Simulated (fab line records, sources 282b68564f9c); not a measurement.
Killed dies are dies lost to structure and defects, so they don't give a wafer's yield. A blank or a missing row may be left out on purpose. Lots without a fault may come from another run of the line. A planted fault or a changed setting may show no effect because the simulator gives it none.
A struck lot beside a sound one | flow rit_cmos | 13 steps out of a route of 202
Sound: wafers L295.4, L295.5, L295.6. Struck: wafers L297.1, L297.4, L297.6. The cause comes at the end.
At each step with rows: each side's tool, then ch and its chambers, then its first start. Under that, the readings that differ: sound wafers | struck wafers | difference of the means | sigmas: that difference in standard deviations of wafers without a fault.
alike: readings whose means differ by less than 2 such deviations, and words and numbers that are the same on both sides. not compared: withheld readings, readings that some wafer has no value for, bounds like >300 that may hide the same value, and numbers for which the record gives no deviation and whose values overlap.
The two part at a step that has a row with sigmas, a row that says differs or no value, or rows on one side only. Numbers that don't overlap but have no deviation are shown without sigmas and don't part them. A reading that every wafer of one side lacks parts them only if that side has two wafers or more.

first, 2 steps without rows for these wafers: RIT_PLDD_PEB_04; RIT_PLDD_DEVELOP_05 (develop time 50 s).
RIT_PLDD_OVL_MEAS_06:
  sound on overlay-02, day 5 17:53; struck on overlay-02, day 6 10:02
  alike: PLDD_OVL
then, 2 steps without rows for these wafers: RIT_PLDD_HARDBAKE_07 (time 60 s); RIT_PLDD_IMPLANT_08.
RIT_PLDD_STRIP_09: strips in O2, time 180 s.
  sound on plasma_asher-04 ch 0,1, day 5 18:16; struck on plasma_asher-02 ch 0,1, day 6 10:23
  alike: chamber_pressure_mTorr, drypump_motor_current_A
  not compared: rf_hours_counter_h
RIT_PLDD_TW_MEAS_10:
  sound on film_metro-02, day 5 18:25; struck on film_metro-02, day 6 10:33
  alike: PLDD_TW
then, 4 steps without rows for these wafers: RIT_SPACER_CLEAN_00 (cleans in SC1, time 600 s); RIT_SPACER_CLEAN_01 (cleans in dHF, time 30 s); RIT_SPACER_CLEAN_02 (cleans in SC2, time 600 s); RIT_SPACER_CVD_03 (deposits Si3N4 from SiH2Cl2/NH3, target thk 250 nm, time 3300 s).
RIT_SPACER_THK_MEAS_04:
  sound on film_metro-04, day 5 20:47; struck on film_metro-03, day 6 12:53
  alike: SPACER_NITRIDE_THK
RIT_SPACER_ETCHBACK_05: etches Si3N4 in SF6/CHF3, stops on SiO2, target depth 250 nm, time 240 s.
  sound on rie_diel-03 ch 0,1,2, day 5 20:49; struck on rie_diel-02 ch 0,2, day 6 12:57
  reading                                  | sound             | struck            | difference | sigmas
  oes_product_au (a.u.)                    | 0.814 0.864 0.842 | 0.971 1.012 1.010 | +0.158     | +9
  run_length_s (s)                         | 267.6 268.5 268.8 | 172.1 171.7 172.0 | -96.4      | -99 or more
  model.etch.depth_nm (nm)                 | 243.9 245.3 244.1 | 185.4 187.3 188.2 | -57.5      |
  model.poly-Si_of_GATE_CVD_08.thk_nm (nm) | 172.8 171.5 169.2 | 196.2 198.1 198   | +26.3      |
  model.Si3N4_of_SPACER_CVD_03.thk_nm (nm) | 191.5 192.8 190.8 | 213.1 212 213.2   | +21.1      |
  alike: SF6_flow_sccm, chamber_pressure_mTorr, drypump_motor_current_A, throttle_valve_pct
  not compared: rf_hours_counter_h

WHERE THEY PART
Only at RIT_SPACER_ETCHBACK_05, within this record.

WHY: what the simulator had put in
Process parameter drift: rie_diel-02, from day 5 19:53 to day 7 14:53, at RIT_SPACER_ETCHBACK_05. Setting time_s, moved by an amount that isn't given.
